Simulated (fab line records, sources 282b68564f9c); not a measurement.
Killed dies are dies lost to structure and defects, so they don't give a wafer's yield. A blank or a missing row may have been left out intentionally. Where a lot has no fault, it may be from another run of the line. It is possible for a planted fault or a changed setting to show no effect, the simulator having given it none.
8D (eight disciplines) problem report, filled in by code :: flow rit cmos :: the parts of the form that need people (team, actions taken, sign-off) are left out

## 1. PROBLEM STATEMENT
Wafers without a fault read 7.0 with a standard deviation of 2.8, while killed at front end at RIT_M1_PROBE_99 averages 45.7 across 3 wafers of 1 lot. That is +14 standard deviations from the usual mean.
First observed at day 6 03:25: wafer L634.2, on prober-01. The record holds 9 wafers of 3 lots with a number at this step. The rule behind "out" and "out of limits": a value lying over 4 standard deviations away from the usual mean. The rest of the wafers with a number are treated as sound.

## 2. WHAT IT IS, AND WHAT IT ISN'T
question: which readings at this step
is: killed at front end, killed dies
is not: killed at contacts, killed open, killed short

question: which lots
is: L634
is not: L636, L637

question: which wafers of those lots
is: all that have a number
is not: -

question: read on which tools
is: prober-01
is not: prober-02

question: when
is: from day 6 03:25
is not: up to then (0 sound wafers); but 6 sound wafers of L636, L637 came after

## 3. WHAT RULES OUT EACH SUSPECT
Counting: any tool at a process step up to the reading is kept as a suspect provided that every lot that is out went through it and no sound lot did after the first of them.
- wet bench-03 at RIT_SDANNEAL_CLEAN_01 (cleans in dHF, time 30 s): ruled out as a lasting fault. The sound lots L637 went through it after L634, its earliest lot that is out (day 5 19:44).
- prober-01 at RIT_M1_PROBE_99: ruled out as a lasting fault. The sound lots L636 went through it after L634, its earliest lot that is out (day 6 03:25).
Left after counting: nothing in the record.

## 4. THE CAUSE (what the simulator had put in)
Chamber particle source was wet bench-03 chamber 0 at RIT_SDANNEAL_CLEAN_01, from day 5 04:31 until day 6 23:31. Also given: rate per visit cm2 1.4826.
The count ruled it out by mistake, since the rule takes a fault to strike every lot its tool runs from the start of the fault on, and this one did not do so.

## 5. SEQUENCE OF EFFECTS, ordered by route
Each row: a reading whose mean over the struck wafers that have a number lies more than 3 standard deviations from the usual. Readings are gone through only where the record gives a usual standard deviation; hours: the median, over the lots, of the time from a lot's start at the first step in this table giving one to that lot's start at this step; sigmas: the change measured in usual standard deviations.
hours: 0
step: RIT_M1_PROBE_99
reading: killed at front end
usual: 7.0
on struck wafers: 45.7
change: +38.7
sigmas: +14

hours: 0
step: RIT_M1_PROBE_99
reading: killed dies
usual: 7.0
on struck wafers: 45.7
change: +38.7
sigmas: +14

hours: 0
step: RIT_M1_PROBE_99
reading: killed on rim
usual: 2.0
on struck wafers: 10.0
change: +8.0
sigmas: +5.7
Process steps it contains:
- RIT_M1_PROBE_99

## 6. HOW IT WOULD HAVE BEEN CAUGHT EARLIER
In this record no reading fell out of limits until day 6 03:25, 23 hours after the fault had begun at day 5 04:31.
